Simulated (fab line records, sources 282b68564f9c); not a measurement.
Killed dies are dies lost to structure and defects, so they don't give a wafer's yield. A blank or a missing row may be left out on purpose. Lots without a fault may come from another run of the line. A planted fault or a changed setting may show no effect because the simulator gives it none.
fab line records | flow rit_cmos
record lots=5 wafers=23
route steps=202 shown ACTIVE@4 PWELL@40 PRETRO@66 GATE@84 REOX@101 NLDD@111 PLDD@121 SPACER@125
start_h: hours from the record's first day to the start of the lot's first wafer shown | wait_h: hours since the lot's step before | " the same as in the row above | L1.1+2: a row that stands for several wafers | - no value, or no start given | * or withheld: withheld | < > ~ a bound
route shown NAME@n: a module of which the file shows steps, and the number in the route of the first | usual: mean/standard deviation of fault-free wafers | same: alike in all rows | chamber/n: place in a boat | sites: the reading at each site | _std_site: their standard deviation | _edge_site: outer sites' mean less inner sites' | radius_mm: how far each site lies from the wafer's centre | mask NAME#n: copy n | behind: the tool/chamber that last shaped the wafer | hold: why the lot was held/for how many hours/how that ended | device: the transistor (n, p or np) that didn't switch | end of line: the same wafers' tests at the end of the route | a step without rows: its recipe alone | killed: dies lost to structure and defects at the first sort, not the wafer's yield | map: a wafer's dies, x killed, . not, _ none there
set.NAME: the setting as run; set.NAME@STEP: as run at that earlier step | model.NAME: the simulator's own value behind a step, which no gauge read
lots whose settings were changed on purpose; a table a step, a row a wafer
## steps
# step RIT_ACTIVE_CVD_03
# recipe material=Si3N4 target_thk_nm=150 temp_c=810 precursor=SiH2Cl2/NH3 time_s=1500 pressure_mtorr=300 sih2cl2_flow_sccm=60 nh3_flow_sccm=150
# columns lot.wafer tool chamber start_h wait_h set.sih2cl2_flow_sccm model.Si3N4_of_ACTIVE_CVD_03.thk_nm
L075.1 - - - 0.1 60 150.2
L075.2 " - " " 60 149.9
L075.4 " - " " 60 150.3
L075.5 " - " " 60 152.2
L075.6 " - " " 60 150.4
L079.2 - - - 0.0 60 150.5
L079.3 " - " " 60 149.9
L079.4 " - " " 60 150.7
L079.5 " - " " 60 151.5
L079.6 " - " " 60 150.4
L080.2 - - - 0.0 60 151.8
L080.3 " - " " 60 151.5
L080.4 " - " " 60 151.6
L080.5 " - " " 60 151
L080.6 " - " " 60 151.3
L082.2 - - - 0.0 68.19 157.3
L082.3 " - " " 68.19 156.9
L082.4 " - " " 68.19 156
L082.5 " - " " 68.19 158.3
L082.6 " - " " 68.19 157.5
L084.1 lpcvd-01 0 62.11 0.1 60 150.1
L084.2 " 0 " " 60 150.8
L084.6 " 0 " " 60 150.3
# step RIT_ACTIVE_THK_MEAS_04
# recipe reads=Si3N4_of_ACTIVE_CVD_03
# usual ACTIVE_NITRIDE_THK=150.9/1.3
# columns lot.wafer tool chamber start_h wait_h set.sih2cl2_flow_sccm@ACTIVE_CVD_03 ACTIVE_NITRIDE_THK[nm]
L075.1 film_metro-01 - - - 60 150.2
L075.2 " - " " 60 150.0
L075.4 " - " " 60 150.3
L075.5 " - " " 60 152.2
L075.6 " - " " 60 150.5
L079.2 film_metro-03 - - - 60 150.4
L079.3 " - " " 60 149.9
L079.4 " - " " 60 150.7
L079.5 " - " " 60 151.4
L079.6 " - " " 60 150.2
L080.2 film_metro-04 - - - 60 151.9
L080.3 " - " " 60 151.4
L080.4 " - " " 60 151.6
L080.5 " - " " 60 151.1
L080.6 " - " " 60 151.3
L082.2 film_metro-04 - - - 68.19 157.3
L082.3 " - " " 68.19 156.9
L082.4 " - " " 68.19 155.9
L082.5 " - " " 68.19 158.2
L082.6 " - " " 68.19 157.5
L084.1 film_metro-03 - 63.53 0.0 60 150.0
L084.2 " - " " 60 150.9
L084.6 " - " " 60 150.1
# step RIT_ACTIVE_DEVELOP_10
# recipe resist=NOVOLAK develop_time_s=50 dev_temp_c=23
# columns lot.wafer tool chamber start_h wait_h set.dev_temp_c
L075.1+2+4+5+6 litho_track-03 0 - - 23
L079.2+5 litho_track-03 0 - - 23
L079.3+4+6 " 0 " " 25.04
L080.2+5+6 litho_track-04 0 - - 21.09
L080.3+4 " 0 " " 23
L082.2+3+5 litho_track-03 0 - - 23
L082.4+6 " 0 " " 20.84
L084.1+2+6 litho_track-03 0 - - 23
# step RIT_ACTIVE_HARDBAKE_12
# recipe resist=NOVOLAK temp_c=140 time_s=60
# step RIT_ACTIVE_CLEAN_15
# recipe chemistry=SC1 mix=3:3:50 time_s=600 temp_c=75
# step RIT_ACTIVE_CLEAN_16
# recipe chemistry=dHF dilution=50:1 time_s=31.17
# columns lot.wafer tool chamber start_h wait_h set.sih2cl2_flow_sccm@ACTIVE_CVD_03 model.Si3N4_of_ACTIVE_CVD_03.thk_nm
L075.1 wet_bench-01 1 - - 60 150.2
L075.2 " 1 " " 60 149.9
L075.4 " 1 " " 60 150.3
L075.5 " 1 " " 60 152.2
L075.6 " 1 " " 60 150.4
L079.2 wet_bench-04 2 - - 60 150.5
L079.3 " 2 " " 60 149.9
L079.4 " 2 " " 60 150.7
L079.5 " 2 " " 60 151.5
L079.6 " 2 " " 60 150.4
L080.2 wet_bench-04 1 - - 60 151.8
L080.3 " 1 " " 60 151.5
L080.4 " 1 " " 60 151.6
L080.5 " 1 " " 60 151
L080.6 " 1 " " 60 151.3
L082.2 wet_bench-04 1 - - 68.19 157.3
L082.3 " 1 " " 68.19 156.9
L082.4 " 1 " " 68.19 156
L082.5 " 1 " " 68.19 158.3
L082.6 " 1 " " 68.19 157.5
L084.1 wet_bench-03 2 65.54 0.0 60 149.3
L084.2 " 2 " " 60 150
L084.6 " 2 " " 60 149.4
# step RIT_PWELL_COAT_01
# recipe resist=NOVOLAK spin_rpm=2000 resist_thk_nm=1300
# columns lot.wafer tool chamber start_h wait_h set.resist_thk_nm model.NOVOLAK_of_PWELL_COAT_01.thk_nm
L075.1 litho_track-01 0 30.01 0.1 1322 1327
L075.2+6 " 0 " " 1300 1301
L075.4 " 0 " " 1322 1324
L075.5 " 0 " " 1322 1326
L079.2+4 litho_track-01 0 46.52 0.1 1270 1268
L079.3+5+6 " 0 " " 1300 1300
L080.2 litho_track-03 0 51.04 0.1 1359 1364
L080.3 " 0 " " 1300 1301
L080.4 " 0 " " 1359 1359
L080.5 " 0 " " 1300 1304
L080.6 " 0 " " 1300 1299
L082.2 litho_track-03 0 62.39 0.1 1300 1303
L082.3 " 0 " " 1300 1304
L082.4 " 0 " " 1300 1301
L082.5 " 0 " " 1300 1306
L082.6 " 0 " " 1300 1302
L084.1+6 litho_track-03 0 72.25 0.1 1300 1298
L084.2 " 0 " " 1300 1302
# step RIT_PWELL_DEVELOP_05
# recipe resist=NOVOLAK develop_time_s=68 dev_temp_c=23
# columns lot.wafer tool chamber start_h wait_h set.develop_time_s
L075.1+2+4+5+6 litho_track-03 0 - - 68
L079.2+3+4+5+6 litho_track-02 0 - - 68
L080.2+3+4 litho_track-03 0 - - 72.94
L080.5+6 " 0 " " 68
L082.2+4 litho_track-01 0 - - 68
L082.3+5+6 " 0 " " 77.08
L084.1+2+6 litho_track-03 0 - - 68
# step RIT_PWELL_HARDBAKE_07
# recipe resist=NOVOLAK temp_c=140 time_s=120
# columns lot.wafer tool chamber start_h wait_h set.resist_thk_nm@PWELL_COAT_01 model.NOVOLAK_of_PWELL_COAT_01.thk_nm
L075.1 litho_track-02 0 30.93 0.0 1322 1161
L075.2+6 " 0 " " 1300 1138
L075.4 " 0 " " 1322 1158
L075.5 " 0 " " 1322 1159
L079.2+4 litho_track-02 0 47.43 0.1 1270 1109
L079.3+5+6 " 0 " " 1300 1137
L080.2 litho_track-02 0 53.51 0.1 1359 1192
L080.3 " 0 " " 1300 1138
L080.4 " 0 " " 1359 1188
L080.5 " 0 " " 1300 1140
L080.6 " 0 " " 1300 1136
L082.2+6 litho_track-03 0 63.30 0.1 1300 1139
L082.3 " 0 " " 1300 1141
L082.4 " 0 " " 1300 1138
L082.5 " 0 " " 1300 1142
L084.1+6 litho_track-03 0 73.06 0.0 1300 1135
L084.2 " 0 " " 1300 1138
# step RIT_PRETRO_SOFTBAKE_02
# recipe resist=NOVOLAK temp_c=90 time_s=60
# columns lot.wafer tool chamber start_h wait_h set.temp_c model.NOVOLAK_of_PRETRO_COAT_01.thk_nm
L075.1+2+4 litho_track-04 0 38.74 0.1 90 1279
L075.5 " 0 " " 88.14 1280
L075.6 " 0 " " 88.14 1281
L079.2 litho_track-01 0 55.72 0.1 92.5 1273
L079.3 " 0 " " 92.5 1276
L079.4+6 " 0 " " 90 1282
L079.5 " 0 " " 92.5 1274
L080.2+5 litho_track-01 0 61.31 0.1 90 1277
L080.3 " 0 " " 90 1278
L080.4 " 0 " " 90 1275
L080.6 " 0 " " 90 1274
L082.2 litho_track-01 0 71.21 0.1 90 1276
L082.3 " 0 " " 93.03 1264
L082.4 " 0 " " 90 1274
L082.5 " 0 " " 93.03 1262
L082.6 " 0 " " 90 1272
L084.1 litho_track-01 0 81.04 0.1 90 1279
L084.2 " 0 " " 90 1280
L084.6 " 0 " " 90 1276
# step RIT_PRETRO_EXPOSE_03
# recipe mask_id=M5 na=0.57 target_cd_nm=43700 dose_mj=250
# step RIT_PRETRO_PEB_04
# recipe resist=NOVOLAK temp_c=withheld time_s=withheld
# step RIT_PRETRO_DEVELOP_05
# recipe resist=NOVOLAK develop_time_s=68 dev_temp_c=23
# columns lot.wafer tool chamber start_h wait_h set.temp_c@PRETRO_SOFTBAKE_02 model.NOVOLAK_of_PRETRO_COAT_01.thk_nm
L075.1+2 litho_track-03 0 - - 90 1279
L075.4 " 0 " " 90 1278
L075.5 " 0 " " 88.14 1286
L075.6 " 0 " " 88.14 1287
L079.2+5 litho_track-04 0 - - 92.5 1273
L079.3 " 0 " " 92.5 1275
L079.4+6 " 0 " " 90 1282
L080.2 litho_track-01 0 - - 90 1276
L080.3+5 " 0 " " 90 1277
L080.4 " 0 " " 90 1274
L080.6 " 0 " " 90 1273
L082.2 litho_track-04 0 - - 90 1275
L082.3 " 0 " " 93.03 1263
L082.4 " 0 " " 90 1273
L082.5 " 0 " " 93.03 1262
L082.6 " 0 " " 90 1272
L084.1 litho_track-04 0 - - 90 1278
L084.2 " 0 " " 90 1280
L084.6 " 0 " " 90 1276
# step RIT_PRETRO_IMPLANT_08
# recipe species=B energy_kev=45 dose_cm2=1.2e+13 tilt_deg=7
# columns lot.wafer tool chamber start_h wait_h set.energy_kev model.implant.rp_nm model.implant.drp_nm
L075.1+2 implanter-02 0 39.87 0.2 45 144.4 55.07
L075.4+5+6 " 0 " " 46.99 150.4 56.49
L079.2+3+4 implanter-03 0 56.59 0.2 45 147 55.07
L079.5+6 " 0 " " 47.24 153.9 56.67
L080.2+5+6 implanter-03 0 62.17 0.2 47.13 153.3 56.59
L080.3+4 " 0 " " 45 146.8 55.07
L082.2+3+4 implanter-03 0 72.08 0.2 45 143.1 55.07
L082.5+6 " 0 " " 46.81 148.5 56.37
L084.1+2+6 implanter-01 0 82.03 0.2 45 142.7 55.07
# step RIT_GATE_CVD_08
# recipe material=poly-Si target_thk_nm=250 temp_c=610 precursor=SiH4 time_s=2220 pressure_mtorr=300 sih4_flow_sccm=100
# columns lot.wafer tool chamber start_h wait_h set.pressure_mtorr model.poly-Si_of_GATE_CVD_08.thk_nm
L075.1 - - - 1.0 300 248.8
L075.2+4 " - " " 300 250
L075.5 " - " " 300 247.8
L075.6 " - " " 300 250.6
L079.2 - - - 0.0 330.4 259.5
L079.3 " - " " 330.4 259.6
L079.4 " - " " 330.4 258.8
L079.5 " - " " 330.4 262.3
L079.6 " - " " 330.4 258.7
L080.2 - - - 0.0 336.8 265
L080.3 " - " " 336.8 267
L080.4 " - " " 336.8 269.4
L080.5 " - " " 336.8 266.1
L080.6 " - " " 336.8 266.3
L082.2 - - - 0.0 257.8 234.6
L082.3 " - " " 257.8 232.4
L082.4 " - " " 257.8 231.8
L082.5+6 " - " " 257.8 232.3
L084.1 lpcvd-01 1 84.58 0.1 300 246.5
L084.2 " 1 " " 300 247.1
L084.6 " 1 " " 300 248.7
# step RIT_GATE_THK_MEAS_09
# recipe reads=poly-Si_of_GATE_CVD_08
# usual GATE_POLY_THK=250.6/2.1
# columns lot.wafer tool chamber start_h wait_h set.pressure_mtorr@GATE_CVD_08 GATE_POLY_THK[nm]
L075.1 film_metro-02 - - - 300 248.6
L075.2 " - " " 300 249.8
L075.4 " - " " 300 250.1
L075.5 " - " " 300 247.9
L075.6 " - " " 300 250.6
L079.2 film_metro-02 - - - 330.4 259.4
L079.3 " - " " 330.4 259.6
L079.4 " - " " 330.4 258.6
L079.5 " - " " 330.4 262.0
L079.6 " - " " 330.4 258.8
L080.2 film_metro-01 - - - 336.8 264.8
L080.3 " - " " 336.8 267.1
L080.4 " - " " 336.8 269.6
L080.5 " - " " 336.8 265.9
L080.6 " - " " 336.8 266.2
L082.2 film_metro-03 - - - 257.8 234.5
L082.3 " - " " 257.8 232.4
L082.4 " - " " 257.8 231.9
L082.5 " - " " 257.8 232.2
L082.6 " - " " 257.8 232.2
L084.1 film_metro-02 - 87.00 0.0 300 246.5
L084.2 " - " " 300 247.0
L084.6 " - " " 300 248.6
# step RIT_GATE_SOFTBAKE_12
# recipe resist=NOVOLAK temp_c=90 time_s=60
# columns lot.wafer tool chamber start_h wait_h set.time_s
L075.1+5 litho_track-02 0 45.47 0.1 55.13
L075.2+4+6 " 0 " " 60
L079.2+3 litho_track-04 0 60.81 0.1 67.82
L079.4+5+6 " 0 " " 60
L080.2+3+5 litho_track-02 0 66.41 0.1 63.56
L080.4+6 " 0 " " 60
L082.2+3+6 litho_track-04 0 76.34 0.1 60
L082.4+5 " 0 " " 63.9
L084.1+2+6 litho_track-03 0 87.51 0.1 60
# step RIT_GATE_EXPOSE_13
# recipe mask_id=M6 na=0.6 source_shape=conventional sigma_outer=0.6 target_cd_nm=150 dose_mj=380
# step RIT_GATE_PEB_14
# recipe resist=NOVOLAK temp_c=withheld time_s=withheld
# step RIT_GATE_HARDBAKE_18
# recipe resist=NOVOLAK temp_c=140 time_s=60
# step RIT_GATE_ETCH_19
# recipe chemistry=SF6/CHF3/O2 time_s=165 SF6_flow_sccm=30 CHF3_flow_sccm=30 O2_flow_sccm=5 target=poly-Si pressure_mtorr=40 rf_w=160 target_depth_a=3125 over_etch_frac=0.25 stop_on=SiO2
# columns lot.wafer tool chamber start_h wait_h set.pressure_mtorr@GATE_CVD_08 model.GATE.feature_depth_nm model.etch.depth_nm
L075.1 rie_si-02 3 46.49 0.1 300 248.8 248.8
L075.2 " 0 " " 300 250 -
L075.4 " 1 " " 300 250 250
L075.5 " 3 " " 300 247.8 -
L075.6 " 2 " " 300 250.6 -
L079.2 rie_si-02 1 61.66 0.1 330.4 259.5 -
L079.3 " 2 " " 330.4 259.6 -
L079.4 " 3 " " 330.4 258.8 258.8
L079.5 " 0 " " 330.4 262.3 262.3
L079.6 " 3 " " 330.4 258.7 -
L080.2 rie_si-02 2 67.25 0.1 336.8 265 265
L080.3 " 3 " " 336.8 267 267
L080.4 " 0 " " 336.8 269.4 -
L080.5 " 1 " " 336.8 266.1 -
L080.6 " 0 " " 336.8 266.3 -
L082.2 rie_si-02 2 77.19 0.1 257.8 234.6 234.6
L082.3 " 0 " " 257.8 232.4 -
L082.4 " 1 " " 257.8 231.8 -
L082.5 " 0 " " 257.8 232.3 -
L082.6 " 3 " " 257.8 232.3 232.3
L084.1 rie_si-02 0 88.37 0.1 300 246.5 246.5
L084.2 " 1 " " 300 247.1 247.1
L084.6 " 2 " " 300 248.7 248.7
# step RIT_REOX_OXIDATION_03
# recipe temp_c=900 ambient=O2 target_thk_a=252 ox_time_s=5580
# columns lot.wafer tool chamber start_h wait_h set.temp_c set.pressure_mtorr@GATE_CVD_08 model.poly-Si_of_GATE_CVD_08.thk_nm model.SiO2_of_REOX_OXIDATION_03.thk_nm
L075.1 - - - 0.0 911 300 230.7 28.51
L075.2 " - " " 911 300 231.9 28.41
L075.4 " - " " 911 300 231.9 28.54
L075.5 " - " " 911 300 229.7 28.68
L075.6 " - " " 911 300 232.5 28.57
L079.2 - - - 0.0 900 330.4 242.9 25.37
L079.3 " - " " 900 330.4 243.1 25.56
L079.4 " - " " 900 330.4 242.3 25.43
L079.5 " - " " 900 330.4 245.8 25.67
L079.6 " - " " 900 330.4 242.2 25.82
L080.2 - - - 0.4 883.2 336.8 249.4 21.41
L080.3 " - " " 883.2 336.8 251.5 21.65
L080.4 " - " " 883.2 336.8 253.9 21.33
L080.5 " - " " 883.2 336.8 250.5 21.31
L080.6 " - " " 883.2 336.8 250.7 20.77
L082.2 - - - 0.7 913.7 257.8 215.7 28.69
L082.3 " - " " 913.7 257.8 213.5 28.83
L082.4 " - " " 913.7 257.8 212.9 28.94
L082.5 " - " " 913.7 257.8 213.4 28.47
L082.6 " - " " 913.7 257.8 213.3 28.8
L084.1 furnace-03 0 89.14 0.0 900 300 229.5 25.14
L084.2 " 0 " " 900 300 230 25.56
L084.6 " 0 " " 900 300 231.7 25.46
# step RIT_REOX_THK_MEAS_04
# recipe reads=SiO2_of_REOX_OXIDATION_03
# usual REOX_OXIDE_THK=25.4/0.43
# columns lot.wafer tool chamber start_h wait_h set.temp_c@REOX_OXIDATION_03 REOX_OXIDE_THK[nm]
L075.1 film_metro-02 - - - 911 28.5
L075.2 " - " " 911 28.5
L075.4 " - " " 911 28.6
L075.5 " - " " 911 28.7
L075.6 " - " " 911 28.5
L079.2 film_metro-03 - - - 900 25.3
L079.3 " - " " 900 25.6
L079.4 " - " " 900 25.5
L079.5 " - " " 900 25.6
L079.6 " - " " 900 25.8
L080.2 film_metro-02 - - - 883.2 21.4
L080.3 " - " " 883.2 21.7
L080.4 " - " " 883.2 21.3
L080.5 " - " " 883.2 21.3
L080.6 " - " " 883.2 20.8
L082.2 film_metro-04 - - - 913.7 28.7
L082.3 " - " " 913.7 28.8
L082.4 " - " " 913.7 29.0
L082.5 " - " " 913.7 28.5
L082.6 " - " " 913.7 28.8
L084.1 film_metro-04 - 91.69 0.0 900 25.1
L084.2 " - " " 900 25.5
L084.6 " - " " 900 25.4
# step RIT_NLDD_IMPLANT_08
# recipe species=P energy_kev=20 dose_cm2=5e+14 tilt_deg=7
# columns lot.wafer tool chamber start_h wait_h set.energy_kev model.implant.drp_nm
L075.1+6 implanter-03 0 51.23 0.1 20 12.97
L075.2+4+5 " 0 " " 20.38 13.12
L079.2+3+4+5+6 implanter-04 0 66.12 0.1 20 12.97
L080.2+3+6 implanter-04 0 72.08 0.1 19.38 12.72
L080.4+5 " 0 " " 20 12.97
L082.2+3+4+5+6 implanter-03 0 82.52 0.1 20 12.97
L084.1+2+6 implanter-04 0 92.78 0.1 20 12.97
# step RIT_PLDD_HARDBAKE_07
# recipe resist=NOVOLAK temp_c=140 time_s=60
# columns lot.wafer tool chamber start_h wait_h set.temp_c
L075.1+5+6 litho_track-01 0 52.63 0.0 141.8
L075.2+4 " 0 " " 140
L079.2+3+6 litho_track-01 0 67.39 0.0 141.5
L079.4+5 " 0 " " 140
L080.2+3+4+5+6 litho_track-01 0 73.35 0.0 140
L082.2+4 litho_track-01 0 83.79 0.0 140
L082.3+5+6 " 0 " " 138.3
L084.1+2+6 litho_track-02 0 94.18 0.0 140
# step RIT_PLDD_IMPLANT_08
# recipe species=BF2 energy_kev=19.75 dose_cm2=9e+14 tilt_deg=7
# step RIT_PLDD_STRIP_09
# recipe chemistry=O2 time_s=180 resist=NOVOLAK platen_temp_c=withheld power_w=500 pressure_mtorr=4000 o2_flow_sccm=4000
# step RIT_SPACER_CLEAN_00
# recipe chemistry=SC1 mix=3:3:50 time_s=600 temp_c=75
# columns lot.wafer tool chamber start_h wait_h set.temp_c@REOX_OXIDATION_03 model.SiO2_of_REOX_OXIDATION_03.thk_nm
L075.1 wet_bench-03 1 53.16 0.1 911 26.31
L075.2 " 1 " " 911 26.22
L075.4 " 1 " " 911 26.35
L075.5 " 1 " " 911 26.47
L075.6 " 1 " " 911 26.36
L079.2 wet_bench-02 0 67.90 0.0 900 23.4
L079.3 " 0 " " 900 23.59
L079.4 " 0 " " 900 23.48
L079.5 " 0 " " 900 23.69
L079.6 " 0 " " 900 23.83
L080.2 wet_bench-04 1 73.86 0.0 883.2 19.77
L080.3 " 1 " " 883.2 20
L080.4 " 1 " " 883.2 19.7
L080.5 " 1 " " 883.2 19.68
L080.6 " 1 " " 883.2 19.18
L082.2 wet_bench-04 2 84.30 0.0 913.7 26.52
L082.3 " 2 " " 913.7 26.63
L082.4 " 2 " " 913.7 26.74
L082.5 " 2 " " 913.7 26.31
L082.6 " 2 " " 913.7 26.61
L084.1 wet_bench-03 1 94.72 0.1 900 23.23
L084.2 " 1 " " 900 23.62
L084.6 " 1 " " 900 23.52
## key
split step=RIT_ACTIVE_CVD_03 setting=sih2cl2_flow_sccm stated=60 by=lot
response step=RIT_ACTIVE_CVD_03 reading=model.Si3N4_of_ACTIVE_CVD_03.thk_nm change=+0.467 per=1% r=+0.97
response step=RIT_ACTIVE_THK_MEAS_04 reading=ACTIVE_NITRIDE_THK change=+0.468 per=1% r=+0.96
response step=RIT_ACTIVE_CLEAN_16 reading=model.Si3N4_of_ACTIVE_CVD_03.thk_nm change=+0.478 per=1% r=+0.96
split step=RIT_ACTIVE_DEVELOP_10 setting=dev_temp_c stated=23 by=wafer
response none clear
split step=RIT_PWELL_COAT_01 setting=resist_thk_nm stated=1300 by=wafer
response step=RIT_PWELL_COAT_01 reading=model.NOVOLAK_of_PWELL_COAT_01.thk_nm change=+13.5 per=1% r=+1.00
response step=RIT_PWELL_HARDBAKE_07 reading=model.NOVOLAK_of_PWELL_COAT_01.thk_nm change=+11.6 per=1% r=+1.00
split step=RIT_PWELL_DEVELOP_05 setting=develop_time_s stated=68 by=wafer
response none clear
split step=RIT_PRETRO_SOFTBAKE_02 setting=temp_c stated=90 by=wafer
response step=RIT_PRETRO_SOFTBAKE_02 reading=model.NOVOLAK_of_PRETRO_COAT_01.thk_nm change=-2.59 per=1% r=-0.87
response step=RIT_PRETRO_DEVELOP_05 reading=model.NOVOLAK_of_PRETRO_COAT_01.thk_nm change=-3.17 per=1% r=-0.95
split step=RIT_PRETRO_IMPLANT_08 setting=energy_kev stated=45 by=wafer
response step=RIT_PRETRO_IMPLANT_08 reading=model.implant.rp_nm change=+1.37 per=1% r=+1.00
response step=RIT_PRETRO_IMPLANT_08 reading=model.implant.drp_nm change=+0.322 per=1% r=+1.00
split step=RIT_GATE_CVD_08 setting=pressure_mtorr stated=300 by=lot
response step=RIT_GATE_CVD_08 reading=model.poly-Si_of_GATE_CVD_08.thk_nm change=+1.23 per=1% r=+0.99
response step=RIT_GATE_THK_MEAS_09 reading=GATE_POLY_THK change=+1.23 per=1% r=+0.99
response step=RIT_GATE_ETCH_19 reading=model.GATE.feature_depth_nm change=+1.23 per=1% r=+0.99
response step=RIT_GATE_ETCH_19 reading=model.etch.depth_nm change=+1.2 per=1% r=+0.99
response step=RIT_REOX_OXIDATION_03 reading=model.poly-Si_of_GATE_CVD_08.thk_nm change=+1.35 per=1% r=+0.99
split step=RIT_GATE_SOFTBAKE_12 setting=time_s stated=60 by=wafer
response none clear
split step=RIT_REOX_OXIDATION_03 setting=temp_c stated=900 by=lot
response step=RIT_REOX_OXIDATION_03 reading=model.SiO2_of_REOX_OXIDATION_03.thk_nm change=+2.26 per=1% r=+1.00
response step=RIT_REOX_THK_MEAS_04 reading=REOX_OXIDE_THK change=+2.26 per=1% r=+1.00
response step=RIT_SPACER_CLEAN_00 reading=model.SiO2_of_REOX_OXIDATION_03.thk_nm change=+2.09 per=1% r=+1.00
split step=RIT_NLDD_IMPLANT_08 setting=energy_kev stated=20 by=wafer
response step=RIT_NLDD_IMPLANT_08 reading=model.implant.drp_nm change=+0.0785 per=1% r=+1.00
split step=RIT_PLDD_HARDBAKE_07 setting=temp_c stated=140 by=wafer
response none clear
